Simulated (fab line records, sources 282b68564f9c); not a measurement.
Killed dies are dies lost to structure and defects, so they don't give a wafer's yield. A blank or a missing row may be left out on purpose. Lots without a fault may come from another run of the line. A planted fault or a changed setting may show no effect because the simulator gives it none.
A struck lot beside a sound one | flow rit_cmos | 17 steps out of a route of 202
Sound: wafers L780.3, L780.5, L780.6. Struck: wafers L784.1, L784.3, L784.6. The cause comes at the end.
At each step with rows: each side's tool, then ch and its chambers, then its first start. Under that, the readings that differ: sound wafers | struck wafers | difference of the means | sigmas: that difference in standard deviations of wafers without a fault.
alike: readings whose means differ by less than 2 such deviations, and words and numbers that are the same on both sides. not compared: withheld readings, readings that some wafer has no value for, bounds like >300 that may hide the same value, and numbers for which the record gives no deviation and whose values overlap.
The two part at a step that has a row with sigmas, a row that says differs or no value, or rows on one side only. Numbers that don't overlap but have no deviation are shown without sigmas and don't part them. A reading that every wafer of one side lacks parts them only if that side has two wafers or more.

first, 1 step without rows for these wafers: RIT_PRETRO_DEVELOP_05 (develop time 68 s).
RIT_PRETRO_OVL_MEAS_06:
  sound on overlay-01, day 4 09:52; struck on overlay-02, day 5 02:01
  alike: PRETRO_OVL
then, 2 steps without rows for these wafers: RIT_PRETRO_HARDBAKE_07 (time 120 s); RIT_PRETRO_IMPLANT_08.
RIT_PRETRO_STRIP_09: strips in O2, time 180 s.
  sound on plasma_asher-02 ch 0,1, day 4 10:21; struck on plasma_asher-03 ch 1, day 5 02:49
  alike: drypump_motor_current_A
  not compared: rf_hours_counter_h
RIT_PRETRO_TW_MEAS_10:
  sound on film_metro-04, day 4 10:29; struck on film_metro-02, day 5 02:59
  alike: PRETRO_TW
then, 5 steps without rows for these wafers: RIT_GATE_WET_ETCH_00 (etches SiO2 in BOE, target depth 56 nm, time 60 s); RIT_GATE_CLEAN_01 (cleans in SC1, time 600 s); RIT_GATE_CLEAN_02 (cleans in dHF, time 30 s); RIT_GATE_CLEAN_03 (cleans in SC2, time 600 s); RIT_GATE_CLEAN_04 (cleans in dHF, time 60 s).
RIT_FOX2_THK_MEAS_91:
  sound on film_metro-01, day 4 10:58; struck on film_metro-04, day 5 03:29
  alike: FIELD_OXIDE_LEFT_2_THK
RIT_GATE_OXIDATION_05: target thk 3 nm, ox time 270 s.
  sound on furnace-04 ch 0, day 4 11:01; struck on furnace-04 ch 0, day 5 03:32
  reading                                     | sound             | struck           | difference | sigmas
  model.SiO2_of_GATE_OXIDATION_05.thk_nm (nm) | 3.053 2.997 3.064 | 2.05 2.017 2.068 | -0.99      |
  alike: tube_center_temp_C_max
then, 1 step without rows for these wafers: RIT_GATE_ANNEAL_06 (time 600 s).
RIT_GATE_THK_MEAS_07:
  sound on film_metro-02, day 4 13:26; struck on film_metro-02, day 5 06:49
  reading             | sound          | struck         | difference | sigmas
  GATE_OXIDE_THK (nm) | 3.05 2.96 3.05 | 2.05 2.01 2.05 | -0.98      | -16
then, 1 step without rows for these wafers: RIT_GATE_CVD_08 (deposits poly-Si from SiH4, target thk 250 nm, time 2220 s).
RIT_M1_PROBE_99:
  sound on prober-02, day 5 13:19; struck on prober-01, day 6 08:16
  reading     | sound | struck | difference | sigmas
  killed_open | 7 5 7 | 1 2 4  | -4         | -2
  alike: killed_at_contacts, killed_at_front_end, killed_dies, killed_on_rim, killed_short

WHERE THEY PART
First at RIT_GATE_THK_MEAS_07; last, within this record, at RIT_M1_PROBE_99.

WHY: what the simulator had put in
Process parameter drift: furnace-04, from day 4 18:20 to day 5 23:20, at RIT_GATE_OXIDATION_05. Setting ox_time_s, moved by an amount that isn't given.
